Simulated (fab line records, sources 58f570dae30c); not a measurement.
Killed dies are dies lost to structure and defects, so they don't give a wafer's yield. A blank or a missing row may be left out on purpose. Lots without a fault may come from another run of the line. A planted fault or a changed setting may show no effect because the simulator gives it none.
Problem report in the 8D (eight disciplines) form, filled by code | flow berkeley_cmos170 | the parts of the form that need people (team, actions taken, sign-off) are left out

1. THE PROBLEM
spin_speed_rpm at UCB170_M1_COAT_04 reads a mean of 1466.7 rpm on 6 wafers of 2 lots; wafers without a fault read 1500.1 rpm with a standard deviation of 1.1. That is -30 standard deviations from the usual mean.
The step: resist thk 900 nm.
First seen on wafer L443.1, day 9 07:00, on litho_track-02. The record holds 42 wafers of 14 lots with a number at this step. Rule for "out", or "out of limits": more than 4 standard deviations from the usual mean. The other wafers with a number count as sound.

2. WHAT IT IS AND WHAT IT IS NOT
question                    | is                     | is not
which readings at this step | spin_speed_rpm         | -
which lots                  | L443, L446             | L435, L436, L437, L441, L445, L447, L448, L449, L450, L452, L456, L457
which wafers of those lots  | all that have a number | -
read on which tools         | litho_track-02         | litho_track-01, litho_track-03
when                        | from day 9 07:00       | up to then (15 sound wafers); but 21 sound wafers of L447, L448, L449, L450, L452, L456, L457 came after

3. SUSPECTS, AND WHAT RULES EACH OUT
Counting: a tool at a process step up to the reading stays a suspect if it ran every lot that is out and no sound lot after the first of them.
- litho_track-02 at UCB170_M1_COAT_04 (resist thk 900 nm): kept. It ran every lot that is out, first L443 (day 9 07:00), and no sound lot after that; its last sound lot up to then is L445 (day 9 05:00). Its own readings are out on those wafers: spin_speed_rpm.
Left after counting: litho_track-02 at UCB170_M1_COAT_04.

4. THE CAUSE (what the simulator had put in)
Process parameter drift: litho_track-02, from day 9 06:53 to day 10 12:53, at UCB170_M1_COAT_04. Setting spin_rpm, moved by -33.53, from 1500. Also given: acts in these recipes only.
Counting left only this tool.

5. THE CHAIN OF EFFECTS, in route order
Each row: a reading whose mean over the struck wafers that have a number lies more than 3 standard deviations from the usual. Only readings for which the record gives a usual standard deviation are gone through. hours: the time from each lot's start at the first step in this table that gives one to its start at this step, as a median over the lots. sigmas: the change in usual standard deviations.
hours | step              | reading        | usual      | on struck wafers | change | sigmas
0     | UCB170_M1_COAT_04 | spin_speed_rpm | 1500.1 rpm | 1466.7           | -33.4  | -30
The process steps in it:
- UCB170_M1_COAT_04: resist thk 900 nm.

6. WHAT WOULD HAVE CAUGHT IT SOONER
In this record the first reading out of limits was taken at day 9 07:00, 0 hours after the fault began at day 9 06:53.
